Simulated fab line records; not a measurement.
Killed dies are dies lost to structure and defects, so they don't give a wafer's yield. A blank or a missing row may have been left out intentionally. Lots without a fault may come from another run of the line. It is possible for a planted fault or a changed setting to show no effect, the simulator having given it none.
fab line records	flow rit_cmos
record: lots: 5	wafers: 23
route steps=202 shown ACTIVE@4 PWELL@47 WELLDRIVE@50 PRETRO@65 GATE@81 NLDD@111 PLDD@122 SDANNEAL@153 M1@202
start_h: hours from the record's first day to the start of the lot's first wafer shown	wait_h: hours since the lot's step before	" unchanged from the row above	L1.1+2: a single row standing in for several wafers	- value missing, or start not given	* or withheld: withheld	< > ~ a bound
route shown NAME@n: names a module that has steps shown in the file, with the first one's number in the route	usual: average and standard deviation across the fault-free wafers	same: alike in all rows	chamber/n: place in a boat	sites: the reading at each site	_std_site: the standard deviation of these	_edge_site: inner sites' mean taken away from outer sites' mean	radius_mm: how far each site lies from the wafer's centre	mask NAME#n: copy n	behind: the last tool/chamber to shape the wafer	hold: the reason the lot was held/the length of the hold in hours/how it ended	device: the n, p or np transistor that did not switch	end of line: tests run on the same wafers once the route is complete	step lacking rows: just its recipe	killed: the dies lost at the first sort to structure and to defects; this is not the yield of the wafer	map: a wafer's dies, marking killed ones x, the rest . and places with no die _
set.NAME: the setting that was run; set.NAME@STEP: the one run at that earlier step	model.NAME: the simulator's own value behind a step, which no gauge read
lots run with intentionally changed settings; tables by step, rows by wafer
== steps ==
step: RIT_ACTIVE_CVD_03
recipe: material: Si3N4	target_thk_nm: 150	temp_c: 810	precursor: SiH2Cl2/NH3	time_s: 1500	pressure_mtorr: 300	sih2cl2_flow_sccm: 60	nh3_flow_sccm: 150
lot.wafer	tool	chamber	start_h	wait_h	set.sih2cl2_flow_sccm	model.Si3N4_of_ACTIVE_CVD_03.thk_nm
L075.1	-	-	-	0.1	60	149.8
L075.2	"	-	"	"	60	148.8
L075.3	"	-	"	"	60	149.6
L075.4	"	-	"	"	60	148.5
L075.6	"	-	"	"	60	150.2
L078.1	-	-	-	0.1	53.85	146.6
L078.2	"	-	"	"	53.85	145.2
L078.4	"	-	"	"	53.85	145.1
L078.5	"	-	"	"	53.85	147.4
L078.6	"	-	"	"	53.85	146.5
L079.1	lpcvd-01	1	37.21	0.1	60	148.8
L079.3	"	1	"	"	60	149
L079.6	"	1	"	"	60	149.1
L082.1	-	-	-	0.1	68.3	153.6
L082.2+5	"	-	"	"	68.3	153.9
L082.4	"	-	"	"	68.3	153.8
L082.6	"	-	"	"	68.3	153.7
L084.1	-	-	-	0.1	63.83	149.8
L084.2	"	-	"	"	63.83	151
L084.3	"	-	"	"	63.83	151.5
L084.4	"	-	"	"	63.83	151.3
L084.5	"	-	"	"	63.83	150.8
step: RIT_ACTIVE_THK_MEAS_04
recipe: reads: Si3N4_of_ACTIVE_CVD_03
usual: ACTIVE_NITRIDE_THK: 149.8/1.2
lot.wafer	tool	chamber	start_h	wait_h	set.sih2cl2_flow_sccm@ACTIVE_CVD_03	ACTIVE_NITRIDE_THK[nm]
L075.1	film_metro-02	-	-	-	60	149.7
L075.2	"	-	"	"	60	148.8
L075.3	"	-	"	"	60	149.6
L075.4	"	-	"	"	60	148.5
L075.6	"	-	"	"	60	150.2
L078.1	film_metro-04	-	-	-	53.85	146.6
L078.2	"	-	"	"	53.85	145.1
L078.4	"	-	"	"	53.85	145.0
L078.5	"	-	"	"	53.85	147.3
L078.6	"	-	"	"	53.85	146.5
L079.1	film_metro-04	-	39.33	0.0	60	148.8
L079.3	"	-	"	"	60	149.0
L079.6	"	-	"	"	60	149.0
L082.1	film_metro-04	-	-	-	68.3	153.5
L082.2	"	-	"	"	68.3	154.0
L082.4	"	-	"	"	68.3	153.7
L082.5	"	-	"	"	68.3	154.0
L082.6	"	-	"	"	68.3	153.8
L084.1	film_metro-04	-	-	-	63.83	149.8
L084.2	"	-	"	"	63.83	151.0
L084.3	"	-	"	"	63.83	151.3
L084.4	"	-	"	"	63.83	151.4
L084.5	"	-	"	"	63.83	150.7
step: RIT_ACTIVE_COAT_06
recipe: resist: NOVOLAK	spin_rpm: 3250	resist_thk_nm: 1000
lot.wafer	tool	chamber	start_h	wait_h	set.spin_rpm	model.NOVOLAK_of_ACTIVE_COAT_06.thk_nm
L075.1+3	litho_track-04	0	19.21	0.1	3250	1003
L075.2	"	0	"	"	3250	1001
L075.4	"	0	"	"	3250	1000
L075.6	"	0	"	"	3250	999
L078.1+5	litho_track-02	0	34.51	0.1	3106	1023
L078.2+4	"	0	"	"	3250	1001
L078.6	"	0	"	"	3250	1000
L079.1	litho_track-02	0	39.54	0.1	3250	992
L079.3	"	0	"	"	3250	998
L079.6	"	0	"	"	3250	998.8
L082.1	litho_track-02	0	53.74	0.1	3354	986.8
L082.2	"	0	"	"	3354	986.2
L082.4	"	0	"	"	3250	1003
L082.5	"	0	"	"	3354	986.7
L082.6	"	0	"	"	3250	1001
L084.1	litho_track-03	0	64.54	0.1	3461	966.3
L084.2	"	0	"	"	3250	995.2
L084.3	"	0	"	"	3461	964.3
L084.4	"	0	"	"	3250	996.1
L084.5	"	0	"	"	3461	969.4
step: RIT_ACTIVE_DEVELOP_10
recipe: resist: NOVOLAK	develop_time_s: 50	dev_temp_c: 23
lot.wafer	tool	chamber	start_h	wait_h	set.dev_temp_c
L075.1+2+4	litho_track-04	0	-	-	23
L075.3+6	"	0	"	"	24.69
L078.1+2+4	litho_track-02	0	-	-	23
L078.5+6	"	0	"	"	21
L079.1+3+6	litho_track-03	0	-	-	23
L082.1+2+4	litho_track-04	0	-	-	26.01
L082.5+6	"	0	"	"	23
L084.1+4+5	litho_track-04	0	-	-	23
L084.2+3	"	0	"	"	19.93
step: RIT_ACTIVE_HARDBAKE_12
recipe: resist: NOVOLAK	temp_c: 140	time_s: 60
step: RIT_ACTIVE_CLEAN_15
recipe: chemistry: SC1	mix: 3:3:50	time_s: 600	temp_c: 75
step: RIT_ACTIVE_CLEAN_16
recipe: chemistry: dHF	dilution: 50:1	time_s: 30
lot.wafer	tool	chamber	start_h	wait_h	set.sih2cl2_flow_sccm@ACTIVE_CVD_03	model.Si3N4_of_ACTIVE_CVD_03.thk_nm
L075.1	wet_bench-01	0	20.91	0.0	60	149.8
L075.2	"	0	"	"	60	148.8
L075.3	"	0	"	"	60	149.6
L075.4	"	0	"	"	60	148.5
L075.6	"	0	"	"	60	150.2
L078.1	wet_bench-04	3	36.23	0.0	53.85	146.6
L078.2	"	3	"	"	53.85	145.2
L078.4	"	3	"	"	53.85	145.1
L078.5	"	3	"	"	53.85	147.4
L078.6	"	3	"	"	53.85	146.5
L079.1	wet_bench-02	0	41.31	0.0	60	148
L079.3	"	0	"	"	60	148.1
L079.6	"	0	"	"	60	148.3
L082.1	wet_bench-04	0	55.33	0.0	68.3	153.6
L082.2+5	"	0	"	"	68.3	153.9
L082.4	"	0	"	"	68.3	153.8
L082.6	"	0	"	"	68.3	153.7
L084.1	wet_bench-01	0	66.24	0.0	63.83	149.8
L084.2	"	0	"	"	63.83	151
L084.3	"	0	"	"	63.83	151.5
L084.4	"	0	"	"	63.83	151.3
L084.5	"	0	"	"	63.83	150.8
step: RIT_PWELL_IMPLANT_08
recipe: species: B	energy_kev: 170	dose_cm2: 7e+13	tilt_deg: 7
lot.wafer	tool	chamber	start_h	wait_h	set.dose_cm2
L075.1+6	implanter-03	0	29.57	0.2	6.83e+13
L075.2+3+4	"	0	"	"	7e+13
L078.1+4	implanter-04	0	43.57	0.2	6.754e+13
L078.2+5+6	"	0	"	"	7e+13
L079.1+3+6	implanter-03	0	48.43	0.2	7e+13
L082.1+2+6	implanter-03	0	62.38	0.2	7.2e+13
L082.4+5	"	0	"	"	7e+13
L084.1+2	implanter-03	0	77.33	0.2	6.718e+13
L084.3+4+5	"	0	"	"	7e+13
step: RIT_PWELL_STRIP_09
recipe: chemistry: O2	time_s: 180	resist: NOVOLAK	platen_temp_c: withheld	power_w: 500	pressure_mtorr: 4000	o2_flow_sccm: 4000
step: RIT_WELLDRIVE_ANNEAL_00
recipe: temp_c: 1100	time_s: 14700	ambient: N2
step: RIT_WELLDRIVE_RS_MEAS_02
recipe: thk_meas_gauge: four-point-probe
usual: PWELL_RS: 429.9/1
lot.wafer	tool	chamber	start_h	wait_h	set.dose_cm2@PWELL_IMPLANT_08	PWELL_RS[ohm/sq]
L075.1	film_metro-03	-	35.69	0.1	6.83e+13	437.5
L075.2	"	-	"	"	7e+13	430.3
L075.3	"	-	"	"	7e+13	430.5
L075.4	"	-	"	"	7e+13	431.7
L075.6	"	-	"	"	6.83e+13	438.0
L078.1	film_metro-03	-	49.84	0.1	6.754e+13	440.2
L078.2	"	-	"	"	7e+13	427.9
L078.4	"	-	"	"	6.754e+13	440.2
L078.5	"	-	"	"	7e+13	430.1
L078.6	"	-	"	"	7e+13	429.5
L079.1	film_metro-02	-	54.92	0.1	7e+13	431.4
L079.3	"	-	"	"	7e+13	431.3
L079.6	"	-	"	"	7e+13	430.1
L082.1	film_metro-03	-	69.41	0.1	7.2e+13	423.4
L082.2	"	-	"	"	7.2e+13	423.1
L082.4	"	-	"	"	7e+13	430.6
L082.5	"	-	"	"	7e+13	430.5
L082.6	"	-	"	"	7.2e+13	422.6
L084.1	film_metro-03	-	82.92	0.1	6.718e+13	442.8
L084.2	"	-	"	"	6.718e+13	441.8
L084.3	"	-	"	"	7e+13	431.7
L084.4	"	-	"	"	7e+13	432.1
L084.5	"	-	"	"	7e+13	430.7
step: RIT_PRETRO_COAT_01
recipe: resist: NOVOLAK	spin_rpm: 2000	resist_thk_nm: 1300
lot.wafer	tool	chamber	start_h	wait_h	set.resist_thk_nm	model.NOVOLAK_of_PRETRO_COAT_01.thk_nm
L075.1	litho_track-04	0	37.68	0.1	1300	1311
L075.2+3+6	"	0	"	"	1300	1308
L075.4	"	0	"	"	1300	1307
L078.1+6	litho_track-02	0	51.66	0.1	1300	1301
L078.2	"	0	"	"	1353	1351
L078.4	"	0	"	"	1353	1359
L078.5	"	0	"	"	1300	1302
L079.1	litho_track-04	0	56.87	0.1	1300	1305
L079.3	"	0	"	"	1300	1304
L079.6	"	0	"	"	1300	1301
L082.1	litho_track-04	0	71.23	0.1	1300	1296
L082.2	"	0	"	"	1300	1297
L082.4	"	0	"	"	1300	1295
L082.5	"	0	"	"	1327	1327
L082.6	"	0	"	"	1327	1324
L084.1	litho_track-04	0	84.74	0.1	1247	1250
L084.2	"	0	"	"	1300	1301
L084.3	"	0	"	"	1300	1305
L084.4	"	0	"	"	1247	1247
L084.5	"	0	"	"	1300	1303
step: RIT_PRETRO_SOFTBAKE_02
recipe: resist: NOVOLAK	temp_c: 90	time_s: 60
step: RIT_PRETRO_EXPOSE_03
recipe: mask_id: M5	na: 0.57	target_cd_nm: 43700	dose_mj: 250
step: RIT_PRETRO_DEVELOP_05
recipe: resist: NOVOLAK	develop_time_s: 68	dev_temp_c: 23
step: RIT_PRETRO_HARDBAKE_07
recipe: resist: NOVOLAK	temp_c: 140	time_s: 120
lot.wafer	tool	chamber	start_h	wait_h	set.resist_thk_nm@PRETRO_COAT_01	model.NOVOLAK_of_PRETRO_COAT_01.thk_nm
L075.1	litho_track-03	0	38.45	0.0	1300	1147
L075.2+3+6	"	0	"	"	1300	1144
L075.4	"	0	"	"	1300	1143
L078.1+5+6	litho_track-02	0	52.55	0.0	1300	1138
L078.2	"	0	"	"	1353	1181
L078.4	"	0	"	"	1353	1188
L079.1	litho_track-02	0	57.70	0.1	1300	1141
L079.3	"	0	"	"	1300	1140
L079.6	"	0	"	"	1300	1138
L082.1	litho_track-04	0	72.00	0.0	1300	1133
L082.2	"	0	"	"	1300	1134
L082.4	"	0	"	"	1300	1132
L082.5	"	0	"	"	1327	1160
L082.6	"	0	"	"	1327	1158
L084.1	litho_track-02	0	85.51	0.0	1247	1094
L084.2	"	0	"	"	1300	1137
L084.3	"	0	"	"	1300	1141
L084.4	"	0	"	"	1247	1091
L084.5	"	0	"	"	1300	1140
step: RIT_GATE_OXIDATION_05
recipe: temp_c: 900	ambient: O2	target_thk_a: 30	ox_time_s: 270
lot.wafer	tool	chamber	start_h	wait_h	set.ox_time_s	model.SiO2_of_GATE_OXIDATION_05.thk_nm
L075.1	-	-	-	0.2	270	2.996
L075.2	"	-	"	"	270	2.982
L075.3	"	-	"	"	270	3.025
L075.4	"	-	"	"	270	3.004
L075.6	"	-	"	"	270	3.002
L078.1	-	-	-	1.2	270	2.972
L078.2	"	-	"	"	270	2.957
L078.4	"	-	"	"	270	2.914
L078.5	"	-	"	"	270	2.966
L078.6	"	-	"	"	270	2.993
L079.1	furnace-04	0	58.84	0.1	270	3.06
L079.3	"	0	"	"	270	3.125
L079.6	"	0	"	"	270	3.092
L082.1	-	-	-	0.4	248.1	2.799
L082.2+5	"	-	"	"	248.1	2.798
L082.4	"	-	"	"	248.1	2.827
L082.6	"	-	"	"	248.1	2.817
L084.1	-	-	-	1.1	287.7	3.101
L084.2	"	-	"	"	287.7	3.185
L084.3	"	-	"	"	287.7	3.162
L084.4	"	-	"	"	287.7	3.125
L084.5	"	-	"	"	287.7	3.166
step: RIT_GATE_CVD_08
recipe: material: poly-Si	target_thk_nm: 250	temp_c: 610	precursor: SiH4	time_s: 2220	pressure_mtorr: 300	sih4_flow_sccm: 100
lot.wafer	tool	chamber	start_h	wait_h	set.sih4_flow_sccm	model.poly-Si_of_GATE_CVD_08.thk_nm
L075.1	-	-	-	0.7	85.1	210.6
L075.2	"	-	"	"	85.1	209.7
L075.3	"	-	"	"	85.1	211.7
L075.4	"	-	"	"	85.1	211.2
L075.6	"	-	"	"	85.1	209.8
L078.1	-	-	-	0.1	93.87	234.9
L078.2	"	-	"	"	93.87	236.7
L078.4	"	-	"	"	93.87	237.5
L078.5	"	-	"	"	93.87	234.7
L078.6	"	-	"	"	93.87	234.1
L079.1	lpcvd-01	0	60.27	0.1	100	249.6
L079.3	"	0	"	"	100	248.3
L079.6	"	0	"	"	100	252.1
L082.1	-	-	-	0.1	108	270.9
L082.2	"	-	"	"	108	269.9
L082.4+6	"	-	"	"	108	272.6
L082.5	"	-	"	"	108	269.5
L084.1	-	-	-	0.1	94.39	232.6
L084.2+4	"	-	"	"	94.39	233.4
L084.3	"	-	"	"	94.39	235.6
L084.5	"	-	"	"	94.39	234.8
step: RIT_GATE_THK_MEAS_09
recipe: reads: poly-Si_of_GATE_CVD_08
usual: GATE_POLY_THK: 249.0/2.3
lot.wafer	tool	chamber	start_h	wait_h	set.sih4_flow_sccm@GATE_CVD_08	GATE_POLY_THK[nm]
L075.1	film_metro-02	-	-	-	85.1	210.7
L075.2	"	-	"	"	85.1	209.7
L075.3	"	-	"	"	85.1	211.8
L075.4	"	-	"	"	85.1	211.4
L075.6	"	-	"	"	85.1	209.7
L078.1	film_metro-04	-	-	-	93.87	234.9
L078.2	"	-	"	"	93.87	236.7
L078.4	"	-	"	"	93.87	237.3
L078.5	"	-	"	"	93.87	234.7
L078.6	"	-	"	"	93.87	233.9
L079.1	film_metro-03	-	61.89	0.0	100	249.7
L079.3	"	-	"	"	100	248.1
L079.6	"	-	"	"	100	251.8
L082.1	film_metro-03	-	-	-	108	270.9
L082.2	"	-	"	"	108	269.7
L082.4	"	-	"	"	108	272.7
L082.5	"	-	"	"	108	269.3
L082.6	"	-	"	"	108	272.7
L084.1	film_metro-02	-	-	-	94.39	232.5
L084.2	"	-	"	"	94.39	233.4
L084.3	"	-	"	"	94.39	235.5
L084.4	"	-	"	"	94.39	233.3
L084.5	"	-	"	"	94.39	235.0
step: RIT_GATE_ETCH_19
recipe: chemistry: SF6/CHF3/O2	time_s: 165	SF6_flow_sccm: 30	CHF3_flow_sccm: 30	O2_flow_sccm: 5	target: poly-Si	pressure_mtorr: 40	rf_w: 160	target_depth_a: 3125	over_etch_frac: 0.25	stop_on: SiO2
lot.wafer	tool	chamber	start_h	wait_h	set.over_etch_frac	set.sih4_flow_sccm@GATE_CVD_08	model.etch.depth_nm	model.GATE.feature_depth_nm
L075.1	rie_si-01	3	45.65	0.1	0.25	85.1	210.6	210.6
L075.2	"	0	"	"	0.25	85.1	209.7	209.7
L075.3	"	1	"	"	0.25	85.1	211.7	211.7
L075.4	"	2	"	"	0.2162	85.1	211.2	211.2
L075.6	"	3	"	"	0.2162	85.1	209.8	209.8
L078.1	rie_si-02	3	60.21	0.1	0.2929	93.87	234.9	234.9
L078.2	"	1	"	"	0.2929	93.87	236.7	236.7
L078.4	"	0	"	"	0.25	93.87	237.5	237.5
L078.5	"	0	"	"	0.2929	93.87	234.7	234.7
L078.6	"	1	"	"	0.25	93.87	234.1	234.1
L079.1	rie_si-01	2	63.36	0.1	0.25	100	249.6	249.6
L079.3	"	3	"	"	0.25	100	248.3	248.3
L079.6	"	2	"	"	0.25	100	252.1	252.1
L082.1	rie_si-02	3	79.06	0.1	0.3166	108	270.9	270.9
L082.2	"	1	"	"	0.25	108	269.9	269.9
L082.4+6	"	0,1	"	"	0.25	108	272.6	272.6
L082.5	"	2	"	"	0.3166	108	269.5	269.5
L084.1	rie_si-02	2	92.10	0.1	0.25	94.39	232.6	232.6
L084.2+4	"	1,3	"	"	0.3232	94.39	233.4	233.4
L084.3	"	0	"	"	0.25	94.39	235.6	235.6
L084.5	"	2	"	"	0.3232	94.39	234.8	234.8
step: RIT_NLDD_IMPLANT_08
recipe: species: P	energy_kev: 20	dose_cm2: 5e+14	tilt_deg: 7
lot.wafer	tool	chamber	start_h	wait_h	set.tilt_deg
L075.1+2+3+4+6	implanter-03	0	52.02	0.1	7
L078.1+2	implanter-01	0	67.23	0.1	7
L078.4+5+6	"	0	"	"	6.109
L079.1+3+6	implanter-01	0	69.96	0.1	7
L082.1+2+5	implanter-01	0	84.36	0.1	7
L082.4+6	"	0	"	"	7.368
L084.1+2+3	implanter-04	0	96.66	0.1	6.492
L084.4+5	"	0	"	"	7
step: RIT_PLDD_IMPLANT_08
recipe: species: BF2	energy_kev: 20	dose_cm2: 9e+14	tilt_deg: 7
lot.wafer	tool	chamber	start_h	wait_h	set.dose_cm2
L075.1+4+6	implanter-03	0	53.62	0.1	9e+14
L075.2+3	"	0	"	"	9.238e+14
L078.1+4	implanter-03	0	68.65	0.1	8.677e+14
L078.2+5+6	"	0	"	"	9e+14
L079.1+3+6	implanter-03	0	71.38	0.1	9e+14
L082.1+4	implanter-03	0	85.78	0.1	9e+14
L082.2+5+6	"	0	"	"	8.75e+14
L084.1+4+5	implanter-02	0	98.15	0.1	8.508e+14
L084.2+3	"	0	"	"	9e+14
step: RIT_SDANNEAL_CLEAN_00
recipe: chemistry: SC1	mix: 3:3:50	time_s: 600	temp_c: 75
lot.wafer	tool	chamber	start_h	wait_h	set.temp_c
L075.1+2+3+4+6	-	-	-	0.1	75
L078.1+2+4+5+6	-	-	-	0.1	72.43
L079.1+3+6	wet_bench-02	1	77.97	0.1	75
L082.1+2+4+5+6	-	-	-	0.1	77.01
L084.1+2+3+4+5	-	-	-	0.1	73.75
step: RIT_SDANNEAL_CLEAN_01
recipe: chemistry: dHF	dilution: 50:1	time_s: 30
step: RIT_SDANNEAL_CLEAN_02
recipe: chemistry: SC2	mix: 3:3:50	time_s: 600	temp_c: 75	dry: n2_spin
step: RIT_SDANNEAL_RS_MEAS_06
recipe: thk_meas_gauge: four-point-probe
usual: PLDD_RS: 178.8/0.52
lot.wafer	tool	chamber	start_h	wait_h	set.dose_cm2@PLDD_IMPLANT_08	PLDD_RS[ohm/sq]
L075.1	film_metro-01	-	60.30	0.1	9e+14	179.3
L075.2	"	-	"	"	9.238e+14	176.8
L075.3	"	-	"	"	9.238e+14	177.1
L075.4	"	-	"	"	9e+14	178.9
L075.6	"	-	"	"	9e+14	179.3
L078.1	film_metro-04	-	76.70	0.1	8.677e+14	181.9
L078.2	"	-	"	"	9e+14	178.7
L078.4	"	-	"	"	8.677e+14	181.4
L078.5	"	-	"	"	9e+14	178.0
L078.6	"	-	"	"	9e+14	178.4
L079.1	film_metro-04	-	78.63	0.1	9e+14	178.9
L079.3	"	-	"	"	9e+14	178.9
L079.6	"	-	"	"	9e+14	179.1
L082.1	film_metro-04	-	93.58	0.1	9e+14	179.2
L082.2	"	-	"	"	8.75e+14	181.1
L082.4	"	-	"	"	9e+14	178.5
L082.5	"	-	"	"	8.75e+14	181.5
L082.6	"	-	"	"	8.75e+14	181.3
L084.1	film_metro-01	-	104.79	0.1	8.508e+14	184.8
L084.2	"	-	"	"	9e+14	179.5
L084.3	"	-	"	"	9e+14	179.9
L084.4	"	-	"	"	8.508e+14	184.8
L084.5	"	-	"	"	8.508e+14	184.8
step: RIT_M1_PROBE_99
usual: killed_at_M0_to_M3: 0.0/0.16	killed_at_front_end: 7/3.5	killed_dies: 7/3.5	killed_open: 3.5/2.1	killed_short: 3.6/2.4
same: gross_dies: 264	killed_at_M4_up: 0	killed_at_back_side: 0	killed_at_contacts: 0	killed_at_other: 0
lot.wafer	tool	chamber	start_h	wait_h	set.tilt_deg@NLDD_IMPLANT_08	killed_at_M0_to_M3	killed_at_front_end	killed_dies	killed_open	killed_short	model.etest.nmos_turned.drive_ua_um
L075.1	prober-02	-	67.37	0.1	7	0	3	3	3	0	378.4
L075.2	prober-02	-	67.42	0.1	7	0	4	4	2	2	386.8
L075.3	prober-02	-	67.47	0.2	7	0	9	9	5	4	379.9
L075.4	prober-02	-	67.52	0.2	7	0	14	14	7	7	357.9
L075.6	prober-02	-	67.62	0.2	7	0	3	3	1	2	378.4
L078.1	prober-01	-	84.00	0.1	7	1	8	9	5	4	363.7
L078.2	prober-01	-	84.05	0.1	7	0	7	7	3	4	348.9
L078.4	prober-01	-	84.15	0.2	6.109	0	7	7	5	2	402.3
L078.5	prober-01	-	84.20	0.2	6.109	0	4	4	3	1	404
L078.6	prober-01	-	84.25	0.2	6.109	0	2	2	0	2	388.5
L079.1	prober-02	-	85.94	0.1	7	0	5	5	2	3	316.7
L079.3	prober-02	-	86.04	0.2	7	0	4	4	0	4	315.5
L079.6	prober-02	-	86.19	0.2	7	0	6	6	5	1	308.1
L082.1	prober-01	-	100.87	0.1	7	0	5	5	1	4	279
L082.2	prober-01	-	100.92	0.1	7	0	5	5	2	3	289.4
L082.4	prober-01	-	101.02	0.2	7.368	0	8	8	5	3	259.3
L082.5	prober-01	-	101.07	0.2	7	0	8	8	6	2	295.8
L082.6	prober-01	-	101.12	0.2	7.368	0	11	11	5	6	250.2
L084.1	prober-01	-	112.23	0.1	6.492	0	4	4	3	1	385.9
L084.2	prober-01	-	112.28	0.1	6.492	1	8	9	5	4	371
L084.3	prober-01	-	112.33	0.2	6.492	0	5	5	3	2	370.8
L084.4	prober-01	-	112.38	0.2	7	0	6	6	3	3	353.9
L084.5	prober-01	-	112.43	0.2	7	0	8	8	3	4	346.7
killed by level:class
L075.1 GATE:geometric_particle:open=2 SILICIDE:geometric_particle:open=1
L075.2 GATE:geometric_particle:short=2 GATE:geometric_particle:open=1 SILICIDE:geometric_particle:open=1
L075.3 FOX1:geometric_particle:short=2 GATE:geometric_particle:open=2 REOX:geometric_particle:open=2 FOX1:geometric_particle:open=1 GATE:geometric_particle:short=1 SPACER:geometric_particle:short=1
L075.4 GATE:geometric_particle:open=4 GATE:geometric_particle:short=3 FOX1:geometric_particle:short=2 FOX2:geometric_particle:open=2 SPACER:geometric_particle:open=1 SPACER:geometric_particle:short=1 SILICIDE:geometric_particle:short=1
L075.6 GATE:geometric_particle:open=1 GATE:geometric_particle:short=1 SPACER:geometric_particle:short=1
L078.1 FOX1:geometric_particle:open=1 REOX:geometric_particle:short=1 FOX2:geometric_particle:open=1 GATE:geometric_particle:short=1 GATE:geometric_particle:open=1 REOX:geometric_particle:open=1 SPACER:geometric_particle:short=1 SPACER:geometric_particle:open=1
L078.2 SPACER:geometric_particle:short=3 SPACER:geometric_particle:open=2 SILICIDE:geometric_particle:open=1 SILICIDE:geometric_particle:short=1
L078.4 GATE:geometric_particle:open=2 GATE:geometric_particle:short=2 SPACER:geometric_particle:open=2 FOX2:geometric_particle:open=1
L078.5 FOX2:geometric_particle:open=1 GATE:geometric_particle:open=1 SPACER:geometric_particle:open=1 SPACER:geometric_particle:short=1
L078.6 GATE:geometric_particle:short=1 SPACER:geometric_particle:short=1
L079.1 FOX2:geometric_particle:short=1 FOX2:geometric_particle:open=1 GATE:geometric_particle:open=1 REOX:geometric_particle:short=1 SPACER:geometric_particle:short=1
L079.3 GATE:geometric_particle:short=2 FOX2:geometric_particle:short=1 SPACER:geometric_particle:short=1
L079.6 GATE:geometric_particle:open=2 SILICIDE:geometric_particle:open=2 FOX1:geometric_particle:short=1 SPACER:geometric_particle:open=1
L082.1 GATE:geometric_particle:short=3 GATE:geometric_particle:open=1 SPACER:geometric_particle:short=1
L082.2 FOX1:geometric_particle:short=2 FOX1:geometric_particle:open=1 FOX2:geometric_particle:short=1 GATE:geometric_particle:open=1
L082.4 GATE:geometric_particle:open=2 REOX:geometric_particle:short=2 REOX:geometric_particle:open=2 FOX1:geometric_particle:short=1 FOX1:geometric_particle:open=1
L082.5 REOX:geometric_particle:open=3 GATE:geometric_particle:open=2 REOX:geometric_particle:short=1 SPACER:geometric_particle:short=1 SILICIDE:geometric_particle:open=1
L082.6 GATE:geometric_particle:short=3 FOX1:geometric_particle:open=2 SILICIDE:geometric_particle:open=2 FOX1:geometric_particle:short=1 FOX2:geometric_particle:open=1 FOX2:geometric_particle:short=1 REOX:geometric_particle:short=1
L084.1 FOX1:geometric_particle:open=1 FOX2:geometric_particle:short=1 SPACER:geometric_particle:open=1 SILICIDE:geometric_particle:open=1
L084.2 FOX1:geometric_particle:short=3 FOX1:geometric_particle:open=2 FOX2:geometric_particle:open=1 GATE:geometric_particle:short=1 SILICIDE:geometric_particle:open=1 M1:geometric_particle:open=1
L084.3 SILICIDE:geometric_particle:open=2 GATE:geometric_particle:open=1 REOX:geometric_particle:short=1 SPACER:geometric_particle:short=1
L084.4 REOX:geometric_particle:open=2 SILICIDE:geometric_particle:short=2 GATE:geometric_particle:short=1 GATE:geometric_particle:open=1
L084.5 GATE:geometric_particle:short=3 GATE:geometric_particle:open=2 FOX1:geometric_particle:open=1 SPACER:geometric_particle:short=1 PSD:coat_microbubble_printed=1
== key ==
split: step: RIT_ACTIVE_CVD_03	setting: sih2cl2_flow_sccm	stated: 60	by: lot
response: step: RIT_ACTIVE_CVD_03	reading: model.Si3N4_of_ACTIVE_CVD_03.thk_nm	change: +0.312	per: 1%	r: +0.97
response: step: RIT_ACTIVE_THK_MEAS_04	reading: ACTIVE_NITRIDE_THK	change: +0.314	per: 1%	r: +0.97
response: step: RIT_ACTIVE_CLEAN_16	reading: model.Si3N4_of_ACTIVE_CVD_03.thk_nm	change: +0.315	per: 1%	r: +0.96
split: step: RIT_ACTIVE_COAT_06	setting: spin_rpm	stated: 3250	by: wafer
response: step: RIT_ACTIVE_COAT_06	reading: model.NOVOLAK_of_ACTIVE_COAT_06.thk_nm	change: -4.67	per: 1%	r: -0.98
split: step: RIT_ACTIVE_DEVELOP_10	setting: dev_temp_c	stated: 23	by: wafer
response none clear
split: step: RIT_PWELL_IMPLANT_08	setting: dose_cm2	stated: 7e+13	by: wafer
response: step: RIT_WELLDRIVE_RS_MEAS_02	reading: PWELL_RS	change: -2.83	per: 1%	r: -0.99
split: step: RIT_PRETRO_COAT_01	setting: resist_thk_nm	stated: 1300	by: wafer
response: step: RIT_PRETRO_COAT_01	reading: model.NOVOLAK_of_PRETRO_COAT_01.thk_nm	change: +13.4	per: 1%	r: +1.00
response: step: RIT_PRETRO_HARDBAKE_07	reading: model.NOVOLAK_of_PRETRO_COAT_01.thk_nm	change: +11.5	per: 1%	r: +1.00
split: step: RIT_GATE_OXIDATION_05	setting: ox_time_s	stated: 270	by: lot
response: step: RIT_GATE_OXIDATION_05	reading: model.SiO2_of_GATE_OXIDATION_05.thk_nm	change: +0.0233	per: 1%	r: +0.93
split: step: RIT_GATE_CVD_08	setting: sih4_flow_sccm	stated: 100	by: lot
response: step: RIT_GATE_CVD_08	reading: model.poly-Si_of_GATE_CVD_08.thk_nm	change: +2.64	per: 1%	r: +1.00
response: step: RIT_GATE_THK_MEAS_09	reading: GATE_POLY_THK	change: +2.63	per: 1%	r: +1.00
response: step: RIT_GATE_ETCH_19	reading: model.etch.depth_nm	change: +2.64	per: 1%	r: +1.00
response: step: RIT_GATE_ETCH_19	reading: model.GATE.feature_depth_nm	change: +2.64	per: 1%	r: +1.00
split: step: RIT_GATE_ETCH_19	setting: over_etch_frac	stated: 0.25	by: wafer
response none clear
split: step: RIT_NLDD_IMPLANT_08	setting: tilt_deg	stated: 7	by: wafer
response: step: RIT_M1_PROBE_99	reading: model.etest.nmos_turned.drive_ua_um	change: -3.69	per: 1%	r: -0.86
split: step: RIT_PLDD_IMPLANT_08	setting: dose_cm2	stated: 9e+14	by: wafer
response: step: RIT_SDANNEAL_RS_MEAS_06	reading: PLDD_RS	change: -0.907	per: 1%	r: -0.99
split: step: RIT_SDANNEAL_CLEAN_00	setting: temp_c	stated: 75	by: lot
response none clear
